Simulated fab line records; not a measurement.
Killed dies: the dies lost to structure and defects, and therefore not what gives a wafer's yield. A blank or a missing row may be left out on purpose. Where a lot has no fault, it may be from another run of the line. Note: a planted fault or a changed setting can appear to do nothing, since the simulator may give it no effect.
Struck lot and sound lot, side by side | flow rit-cmos | 18 steps out of a route of 202
Sound: wafers L215.3, L215.5, L215.6. Struck: wafers L230.1, L230.3, L230.5. At the end, the cause is stated.
Order at every step that has rows: each side's tool, ch and its chambers, its first start. Under that, the readings that differ: sound wafers | struck wafers | difference of the means | sigmas: that difference in standard deviations of wafers without a fault.
alike: a reading whose means differ by less than 2 such deviations, as well as words and numbers matching on both sides. not compared: withheld readings; readings where some wafer has no value; bounds like >300 that might hide an equal value; numbers whose values overlap and for which the record gives no deviation.
The two part at a step that has a row with sigmas, a row that says differs or no value, or rows on one side only. When numbers do not overlap yet have no deviation, they are printed without sigmas and do not part them. Lack of a reading on every wafer of one side parts them only where that side has two or more wafers.

first, 2 steps without rows for these wafers: RIT_NWELL_HARDBAKE_07 (time 120 s); RIT_NWELL_IMPLANT_08.
RIT_NWELL_STRIP_09: strips in O2, time 180 s.
  sound on plasma-asher-03 ch 0,1, day 2 10:26; struck on plasma-asher-01 ch 0,1, day 5 11:30
  alike: drypump-motor-current-A
  not compared: rf-hours-counter-h
RIT_NWELL_TW_MEAS_10:
  sound: film-metro-03 at day 2 10:34; struck: film-metro-04 at day 5 11:40
  alike: NWELL_TW
then, 6 steps without rows for these wafers: RIT_PWELL_HMDS_00 (prime time 60 s); RIT_PWELL_COAT_01 (resist thk 1300 nm); RIT_PWELL_SOFTBAKE_02 (time 60 s); RIT_PWELL_EXPOSE_03 (exposes mask M3, target cd 43700 nm); RIT_PWELL_PEB_04; RIT_PWELL_DEVELOP_05 (develop time 68 s).
RIT_PWELL_OVL_MEAS_06:
  sound: overlay-01 at day 2 11:38; struck: overlay-02 at day 5 12:37
  alike: PWELL_OVL
then, 1 step without rows for these wafers: RIT_PWELL_HARDBAKE_07 (time 120 s).
RIT_PWELL_IMPLANT_08:
  sound on implanter-02 ch 0, day 2 11:57; struck on implanter-02 ch 0, day 5 12:54
  reading            | sound                         | struck                        | difference | sigmas
  dose-ions-cm2      | 6.998e+13 7.009e+13 7.004e+13 | 7.875e+13 7.878e+13 7.864e+13 | +8.687e+12 | +99 or more
  faraday-current-uA | 223 225 227                   | 247 248 244                   | +21        | +5
RIT_PWELL_STRIP_09: strips in O2, time 180 s.
  sound on plasma-asher-04 ch 0,1, day 2 12:07; struck on plasma-asher-04 ch 0,1, day 5 13:03
  alike: drypump-motor-current-A
  not compared: rf-hours-counter-h
RIT_PWELL_TW_MEAS_10:
  sound: film-metro-01 at day 2 12:15; struck: film-metro-01 at day 5 13:27
  reading  | sound       | struck      | difference | sigmas
  PWELL_TW | 945 941 946 | 978 977 978 | +34        | +5
  not compared: hold
RIT_WELLDRIVE_RS_MEAS_01: the measuring method here is four-point-probe.
  sound: film-metro-04 at day 2 20:47; struck: film-metro-01 at day 5 20:32
  alike: NWELL_RS
RIT_WELLDRIVE_RS_MEAS_02: the measuring method here is four-point-probe.
  sound: film-metro-04 at day 2 20:55; struck: film-metro-01 at day 5 20:57
  reading           | sound             | struck            | difference | sigmas
  PWELL_RS (ohm/sq) | 428.4 428.4 428.6 | 400.6 399.7 400.2 | -28.3      | -22
  not compared: hold
RIT_M1_PROBE_99:
  the record has rows for the struck wafers here (prober-02, day 7 11:49) and none for the sound ones

WHERE THEY PART
Last at RIT_M1_PROBE_99 as far as this record goes, first at RIT_PWELL_IMPLANT_08.

WHY: what the simulator had put in
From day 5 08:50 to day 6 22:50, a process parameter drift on implanter-02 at RIT_PWELL_IMPLANT_08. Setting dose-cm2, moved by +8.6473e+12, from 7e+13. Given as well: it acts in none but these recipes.
